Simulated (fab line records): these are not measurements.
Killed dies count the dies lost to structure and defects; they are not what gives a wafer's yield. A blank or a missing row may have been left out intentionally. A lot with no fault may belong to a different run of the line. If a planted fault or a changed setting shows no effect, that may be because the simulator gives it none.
The tool behind it: which one? :: flow berkeleyCmos170 :: 14 lots, 42 wafers sampled, at 5 steps of a route of 331

== WHAT THE GAUGES SHOWED, per wafer ==
UCB170_PLDD_CD_MEAS_06 targets a cd of 1200 nm.
lot: L955
measured: day 6 01:31
on: cdSem-01
cdNm (nm): 1201.0 1200.3 1201.0

lot: L954
measured: day 6 06:40
on: cdSem-01
cdNm (nm): 1200.6 1199.8 1199.4

lot: L957
measured: day 6 13:20
on: cdSem-02
cdNm (nm): 1199.8 1200.1 1199.2

lot: L956
measured: day 6 13:35
on: cdSem-02
cdNm (nm): 1199.9 1200.2 1200.1

lot: L962
measured: day 7 07:18
on: cdSem-02
cdNm (nm): 1200.2 1198.2 1198.8

lot: L963
measured: day 7 07:35
on: cdSem-01
cdNm (nm): 1200.0 1200.2 1199.4

lot: L959
measured: day 7 07:52
on: cdSem-02
cdNm (nm): 1196.6 1197.6 1196.9

lot: L961
measured: day 7 08:21
on: cdSem-01
cdNm (nm): 1200.4 1198.6 1200.2

lot: L958
measured: day 7 08:29
on: cdSem-02
cdNm (nm): 1199.4 1198.7 1198.2

lot: L960
measured: day 7 08:49
on: cdSem-01
cdNm (nm): 1201.7 1202.4 1200.3

lot: L964
measured: day 7 21:56
on: cdSem-02
cdNm (nm): 1200.3 1200.9 1199.6

lot: L974
measured: day 9 19:10
on: cdSem-02
cdNm (nm): 1198.8 1198.4 1198.8

lot: L975
measured: day 10 09:33
on: cdSem-02
cdNm (nm): 1199.4 1197.6 1196.8

lot: L977
measured: day 10 14:19
on: cdSem-01
cdNm (nm): 1199.8 1200.3 1199.1

UCB170_SPACER_THK_MEAS_01.
lot: L955
measured: day 6 04:43
on: filmMetro-03
SPACER_TEOS_THK (nm): 370 373 379

lot: L954
measured: day 6 10:34
on: filmMetro-01
SPACER_TEOS_THK (nm): 379 390 384

lot: L957
measured: day 6 18:18
on: filmMetro-03
SPACER_TEOS_THK (nm): 366 378 374

lot: L956
measured: day 6 18:17
on: filmMetro-04
SPACER_TEOS_THK (nm): 365 383 368

lot: L962
measured: day 7 12:40
on: filmMetro-04
SPACER_TEOS_THK (nm): 367 377 374

lot: L963
measured: day 7 12:56
on: filmMetro-03
SPACER_TEOS_THK (nm): 374 369 379

lot: L959
measured: day 7 12:02
on: filmMetro-03
SPACER_TEOS_THK (nm): 383 369 379

lot: L961
measured: day 7 12:58
on: filmMetro-01
SPACER_TEOS_THK (nm): 379 387 382

lot: L958
measured: day 7 13:29
on: filmMetro-04
SPACER_TEOS_THK (nm): 365 379 380

lot: L960
measured: day 7 13:41
on: filmMetro-01
SPACER_TEOS_THK (nm): 378 383 374

lot: L964
measured: day 8 01:16
on: filmMetro-03
SPACER_TEOS_THK (nm): 373 379 380

lot: L974
measured: day 9 21:37
on: filmMetro-04
SPACER_TEOS_THK (nm): 378 236 373

lot: L975
measured: day 10 12:56
on: filmMetro-04
SPACER_TEOS_THK (nm): 373 372 236

lot: L977
measured: day 10 16:53
on: filmMetro-04
SPACER_TEOS_THK (nm): 377 382 373

UCB170_NSD_OVL_MEAS_07.
lot: L955
measured: day 6 14:21
on: overlay-02
NSD_OVL (nm): 1 6 4

lot: L954
measured: day 6 18:07
on: overlay-01
NSD_OVL (nm): 6 9 3

lot: L957
measured: day 7 02:55
on: overlay-02
NSD_OVL (nm): -10 -4 -9

lot: L956
measured: day 7 02:49
on: overlay-01
NSD_OVL (nm): 2 0 -1

lot: L962
measured: day 7 19:56
on: overlay-01
NSD_OVL (nm): -14 -5 -9

lot: L963
measured: day 7 20:27
on: overlay-01
NSD_OVL (nm): -6 -6 0

lot: L959
measured: day 7 20:43
on: overlay-02
NSD_OVL (nm): -5 2 -11

lot: L961
measured: day 7 21:13
on: overlay-02
NSD_OVL (nm): -5 -5 -10

lot: L958
measured: day 7 21:27
on: overlay-01
NSD_OVL (nm): -1 4 2

lot: L960
measured: day 7 21:44
on: overlay-02
NSD_OVL (nm): 0 8 -1

lot: L964
measured: day 8 08:33
on: overlay-01
NSD_OVL (nm): -10 -15 -9

lot: L974
measured: day 10 03:41
on: overlay-02
NSD_OVL (nm): -10 2 -3

lot: L975
measured: day 10 20:54
on: overlay-02
NSD_OVL (nm): -3 -12 -10

lot: L977
measured: day 11 00:24
on: overlay-02
NSD_OVL (nm): -18 -20 -8

== WHAT TOOL EACH LOT RAN ON (gives the tool, then ch and the chambers of the sampled wafers, and finally the start) ==
lot: L955
UCB170_SPACER_CVD_00: pecvd-02 ch 0,2, day 6 04:40
UCB170_SPACER_ETCHBACK_03: rieDiel-01 ch 0,1,3, day 6 07:07

lot: L954
UCB170_SPACER_CVD_00: pecvd-04 ch 0,1, day 6 10:31
UCB170_SPACER_ETCHBACK_03: rieDiel-03 ch 0,1,3, day 6 12:07

lot: L957
UCB170_SPACER_CVD_00: pecvd-01 ch 0,1,2, day 6 18:14
UCB170_SPACER_ETCHBACK_03: rieDiel-01 ch 2,3, day 6 22:50

lot: L956
UCB170_SPACER_CVD_00: pecvd-04 ch 0,2, day 6 18:14
UCB170_SPACER_ETCHBACK_03: rieDiel-04 ch 2,3, day 6 22:50

lot: L962
UCB170_SPACER_CVD_00: pecvd-02 ch 1,2, day 7 12:38
UCB170_SPACER_ETCHBACK_03: rieDiel-03 ch 0,2,3, day 7 15:41

lot: L963
UCB170_SPACER_CVD_00: pecvd-01 ch 0,1,2, day 7 12:53
UCB170_SPACER_ETCHBACK_03: rieDiel-01 ch 0,1,3, day 7 15:41

lot: L959
UCB170_SPACER_CVD_00: pecvd-04 ch 0,1,2, day 7 11:59
UCB170_SPACER_ETCHBACK_03: rieDiel-04 ch 0,1,2, day 7 15:41

lot: L961
UCB170_SPACER_CVD_00: pecvd-04 ch 0,1, day 7 12:54
UCB170_SPACER_ETCHBACK_03: rieDiel-04 ch 1,2, day 7 15:45

lot: L958
UCB170_SPACER_CVD_00: pecvd-02 ch 0,2, day 7 13:26
UCB170_SPACER_ETCHBACK_03: rieDiel-03 ch 0,3, day 7 15:45

lot: L960
UCB170_SPACER_CVD_00: pecvd-01 ch 0,1,2, day 7 13:38
UCB170_SPACER_ETCHBACK_03: rieDiel-01 ch 0,1,3, day 7 15:45

lot: L964
UCB170_SPACER_CVD_00: pecvd-02 ch 0,1, day 8 01:11
UCB170_SPACER_ETCHBACK_03: rieDiel-04 ch 0,1, day 8 04:08

lot: L974
UCB170_SPACER_CVD_00: pecvd-02 ch 0,1,2, day 9 21:34
UCB170_SPACER_ETCHBACK_03: rieDiel-04 ch 0,1, day 10 00:43

lot: L975
UCB170_SPACER_CVD_00: pecvd-02 ch 0,1,2, day 10 12:53
UCB170_SPACER_ETCHBACK_03: rieDiel-03 ch 1,2,3, day 10 16:38

lot: L977
UCB170_SPACER_CVD_00: pecvd-04 ch 0,1,2, day 10 16:50
UCB170_SPACER_ETCHBACK_03: rieDiel-04 ch 0,1,2, day 10 20:59
- UCB170_SPACER_CVD_00: deposits SiO2 from TEOS/O2, target thk 376 nm, time 47 s.
- UCB170_SPACER_ETCHBACK_03: etches SiO2 in CHF3/CF4/Ar, stops on Si, target depth 376 nm, time 100 s.

== WHAT THE TOOLS THEMSELVES READ (means of the sampled wafers that have a number; where no wafer has one, the mark that the record gives instead) ==
UCB170_SPACER_CVD_00.
lot: L955
tool: pecvd-02
heaterPowerW (W): 292
pressureMtorr (mTorr): 8996

lot: L954
tool: pecvd-04
heaterPowerW (W): 271
pressureMtorr (mTorr): 8978

lot: L957
tool: pecvd-01
heaterPowerW (W): 277
pressureMtorr (mTorr): 8988

lot: L956
tool: pecvd-04
heaterPowerW (W): 231
pressureMtorr (mTorr): 9034

lot: L962
tool: pecvd-02
heaterPowerW (W): 308
pressureMtorr (mTorr): 8991

lot: L963
tool: pecvd-01
heaterPowerW (W): 291
pressureMtorr (mTorr): 9004

lot: L959
tool: pecvd-04
heaterPowerW (W): 266
pressureMtorr (mTorr): 9009

lot: L961
tool: pecvd-04
heaterPowerW (W): 271
pressureMtorr (mTorr): 9009

lot: L958
tool: pecvd-02
heaterPowerW (W): 281
pressureMtorr (mTorr): 9002

lot: L960
tool: pecvd-01
heaterPowerW (W): 308
pressureMtorr (mTorr): 9015

lot: L964
tool: pecvd-02
heaterPowerW (W): 212
pressureMtorr (mTorr): 9026

lot: L974
tool: pecvd-02
heaterPowerW (W): 263
pressureMtorr (mTorr): 8992

lot: L975
tool: pecvd-02
heaterPowerW (W): 271
pressureMtorr (mTorr): 8987

lot: L977
tool: pecvd-04
heaterPowerW (W): 256
pressureMtorr (mTorr): 9006

UCB170_SPACER_ETCHBACK_03.
lot: L955
tool: rieDiel-01
drypumpMotorCurrentA (A): 5.9
oesProductAu (a.u.): 0.904
throttleValvePct (%): 6.48

lot: L954
tool: rieDiel-03
drypumpMotorCurrentA (A): 5.8
oesProductAu (a.u.): 0.920
throttleValvePct (%): 6.43

lot: L957
tool: rieDiel-01
drypumpMotorCurrentA (A): 5.9
oesProductAu (a.u.): 0.905
throttleValvePct (%): 6.50

lot: L956
tool: rieDiel-04
drypumpMotorCurrentA (A): 5.5
oesProductAu (a.u.): 0.896
throttleValvePct (%): 6.51

lot: L962
tool: rieDiel-03
drypumpMotorCurrentA (A): 6.0
oesProductAu (a.u.): 0.894
throttleValvePct (%): 6.53

lot: L963
tool: rieDiel-01
drypumpMotorCurrentA (A): 5.9
oesProductAu (a.u.): 0.904
throttleValvePct (%): 6.50

lot: L959
tool: rieDiel-04
drypumpMotorCurrentA (A): 5.5
oesProductAu (a.u.): 0.913
throttleValvePct (%): 6.44

lot: L961
tool: rieDiel-04
drypumpMotorCurrentA (A): 5.7
oesProductAu (a.u.): 0.928
throttleValvePct (%): 6.43

lot: L958
tool: rieDiel-03
drypumpMotorCurrentA (A): 5.9
oesProductAu (a.u.): 0.896
throttleValvePct (%): 6.46

lot: L960
tool: rieDiel-01
drypumpMotorCurrentA (A): 5.9
oesProductAu (a.u.): 0.912
throttleValvePct (%): 6.49

lot: L964
tool: rieDiel-04
drypumpMotorCurrentA (A): 5.7
oesProductAu (a.u.): 0.916
throttleValvePct (%): 6.47

lot: L974
tool: rieDiel-04
drypumpMotorCurrentA (A): 5.5
oesProductAu (a.u.): 0.824
throttleValvePct (%): 6.47

lot: L975
tool: rieDiel-03
drypumpMotorCurrentA (A): 5.4
oesProductAu (a.u.): 0.822
throttleValvePct (%): 6.53

lot: L977
tool: rieDiel-04
drypumpMotorCurrentA (A): 5.5
oesProductAu (a.u.): 0.901
throttleValvePct (%): 6.45

== THE ANSWER, worked out from the rows above alone ==
Rule: usual is defined by the lots themselves. The widest of any qualifying gaps counts: lots, ordered by their means at a reading, are off when they make up no more than a third of the lots, leave a main group of 4 or more, and stand apart from it by 3 or more times the standard deviation of that group's means. The tables above print the reading to a certain number of digits; a main group whose means all agree to those digits is not used. A lot without any number at a reading at which 4 lots or more have one is off too. Any other lot the step has rows for is counted as sound. The gauges are gone through in route order, then the tools' own readings, and for those a lot's mean is taken as printed above. The first step at which some lot is off is used, and at that step the reading that is off furthest; a lot without a number counts as furthest.
Off: L974, L975, at UCB170_SPACER_THK_MEAS_01 (SPACER_TEOS_THK). Main group: mean 376 nm, sd 3.8.
If a tool, at a process step before that reading, ran all the lots that are off and no sound lot after the first of them, it fits. Not tried: the gauges at UCB170_SPACER_THK_MEAS_01; whatever is off there is also off at UCB170_SPACER_ETCHBACK_03, on other tools, and gauge error can't account for it. One fits: pecvd-02 at UCB170_SPACER_CVD_00. A fault onset in the window from L964 (day 8 01:11, its last sound lot) to L974 (day 9 21:34, its first lot off) fits.

== WHAT THE SIMULATOR HAD INSERTED ==
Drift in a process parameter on pecvd-02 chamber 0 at UCB170_SPACER_CVD_00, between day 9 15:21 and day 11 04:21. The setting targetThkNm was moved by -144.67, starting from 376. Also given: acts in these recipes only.
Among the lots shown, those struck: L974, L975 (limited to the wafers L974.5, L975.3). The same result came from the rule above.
